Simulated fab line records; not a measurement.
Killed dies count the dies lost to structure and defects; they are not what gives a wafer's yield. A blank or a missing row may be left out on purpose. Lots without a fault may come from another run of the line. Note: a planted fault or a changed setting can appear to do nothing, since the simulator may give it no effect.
A struck lot beside a sound one | flow ritCmos | 26 steps out of a route of 202
Sound: the wafers L980.2, L980.5, L980.6. Struck: wafer L985.2 (L985.3, L985.6, from the same lot, were not struck and are left out); the cause is given at the end.
Per side, at each step with rows, come the tool, then ch with its chambers, and then its first start. Under that, the readings that differ: sound wafers | struck wafers | difference of the means | sigmas: that difference in standard deviations of wafers without a fault.
alike: a reading whose means differ by less than 2 such deviations, as well as words and numbers matching on both sides. not compared: withheld readings; readings where some wafer has no value; bounds like >300 that might hide an equal value; numbers whose values overlap and for which the record gives no deviation.
A row with sigmas, a row that says differs or no value, or rows on one side alone: a step with any of these is where the two part. When numbers do not overlap yet have no deviation, they are printed without sigmas and do not part them. A reading that every wafer of one side lacks parts them only if that side has two wafers or more.

first, 4 steps without rows for these wafers: RIT_CONTACT_SOFTBAKE_04 (time 60 s); RIT_CONTACT_EXPOSE_05 (exposes mask M11, target cd 1000 nm); RIT_CONTACT_PEB_06; RIT_CONTACT_DEVELOP_07 (develop time 120 s).
RIT_CONTACT_CD_MEAS_08 targets a cd of 1000 nm.
  sound on cdSem-02 at day 3 18:38; struck on cdSem-01 at day 4 20:01
reading   | sound                | struck | difference | sigmas
cdNm (nm) | 1000.5 1000.1 1003.4 | 996.6  | -4.7       | -2
RIT_CONTACT_OVL_MEAS_09:
  sound on overlay-01 at day 3 18:45; struck on overlay-01 at day 4 20:07
  alike: CONTACT_OVL
then, 1 step without rows for these wafers: RIT_CONTACT_HARDBAKE_10 (time 60 s).
RIT_CONTACT_ETCH_11: etches SiO2 in CHF3/CF4/Ar, stops on TiSi2, target depth 480 nm, time 320 s.
  sound on rieDiel-03 ch 1,2,3, day 3 18:56; struck on rieDiel-03 ch 3, day 4 20:18
reading                  | sound       | struck | difference | sigmas
drypumpMotorCurrentA (A) | 6.3 5.0 4.7 | 6.3    | +1.0       | +2
  alike: oesProductAu, rfFwdPowerW, throttleValvePct
  not compared: rfHoursCounterH
RIT_CONTACT_STRIP_12: strips in O2, time 180 s.
  sound on plasmaAsher-04 ch 0,1, day 3 19:07; struck on plasmaAsher-01 ch 0, day 4 20:29
reading          | sound        | struck | difference | sigmas
rfReflPowerW (W) | 8.6 8.9 10.0 | 5.3    | -3.9       | -2
  alike: drypumpMotorCurrentA
  not compared: rfHoursCounterH
RIT_CONTACT_CD_MEAS_90 targets a cd of 1000 nm.
  sound on cdSem-01 at day 3 19:19; struck on cdSem-02 at day 4 20:41
  alike: cdNm
then, 2 steps without rows for these wafers: RIT_CONTACT_CLEAN_13 (cleans in SC1, time 600 s); RIT_CONTACT_CLEAN_14 (cleans in SC2, time 600 s).
RIT_M1_SPUTTER_00: material Al, target thk 400 nm, time 500 s.
  sound on pvdSputter-01 at day 3 19:46; struck on pvdSputter-01 at day 4 21:20
reading                              | sound             | struck | difference | sigmas
model.Al_of_M1_SPUTTER_00.thkNm (nm) | 391.3 393.5 399.8 | 278.8  | -116.1     | 
  alike: throttleValvePct
RIT_M1_RS_MEAS_01: measurement is done with a four-point probe.
  sound on filmMetro-02 at day 3 20:05; struck on filmMetro-04 at day 4 21:56
reading           | sound                | struck | difference | sigmas
M1_AL_RS (ohm/sq) | 0.0750 0.0746 0.0733 | 0.1065 | +0.0322    | +43
  not compared: hold
RIT_M1_THK_MEAS_02: measures by xrf.
  sound on filmMetro-02 at day 3 20:11; struck on filmMetro-04 at day 5 00:43
reading        | sound       | struck | difference | sigmas
M1_AL_THK (nm) | 399 401 410 | 285    | -118       | -24
  not compared: hold
then, 5 steps without rows for these wafers: RIT_M1_COAT_04 (resist thk 1300 nm); RIT_M1_SOFTBAKE_05 (time 60 s); RIT_M1_EXPOSE_06 (exposes mask M12, target cd 2600 nm); RIT_M1_PEB_07; RIT_M1_DEVELOP_08 (develop time 68 s).
RIT_M1_CD_MEAS_09 targets a cd of 2600 nm.
  sound on cdSem-02 at day 3 21:08; struck on cdSem-01 at day 5 04:17
  alike: cdNm
RIT_M1_OVL_MEAS_10:
  sound on overlay-01 at day 3 21:15; struck on overlay-01 at day 5 04:23
  alike: M1_OVL
then, 1 step without rows for these wafers: RIT_M1_HARDBAKE_11 (time 120 s).
RIT_M1_METAL_ETCH_12: etches Al in Cl2/BCl3, stops on SiO2, time 165 s, target depth 600 nm.
  sound on rieMetal-04 ch 1, day 3 21:35; struck on rieMetal-02 ch 0, day 5 04:40
reading              | sound             | struck | difference                   | sigmas
bcl3FlowSccm (sccm)  | 50.24 50.23 50.26 | 49.88  | -0.36                        | -3
oesProductAu (a.u.)  | 0.763 0.759 0.766 | 0.641  | -0.122                       | -11
rfHoursCounterH (h)  | - - -             | 1      | no value on the sound wafers | 
throttleValvePct (%) | 8.23 8.25 8.25    | 8.54   | +0.30                        | +2
  alike: drypumpMotorCurrentA, rfFwdPowerW
then, 1 step without rows for these wafers: RIT_M1_STRIP_13 (strips in nmp, time 600 s).
RIT_M1_PROBE_99:
  sound on prober-01 at day 3 23:59; struck on prober-02 at day 5 11:08
reading | sound | struck                  | difference                   | sigmas
hold    | - - - | awaitDispo/3.8h/release | no value on the sound wafers | 
  alike: defectLimitedYield, killedAtContacts, killedAtFrontEnd, killedDies, killedOpen, killedShort, sort_bin_3_pad_short, sort_bin_5_function, sort_bin_6_memory, sortNPass, sortYieldPct

WHERE THEY PART
Earliest at RIT_CONTACT_CD_MEAS_08; latest, in this record, at RIT_M1_PROBE_99.

WHY: the cause the simulator had injected
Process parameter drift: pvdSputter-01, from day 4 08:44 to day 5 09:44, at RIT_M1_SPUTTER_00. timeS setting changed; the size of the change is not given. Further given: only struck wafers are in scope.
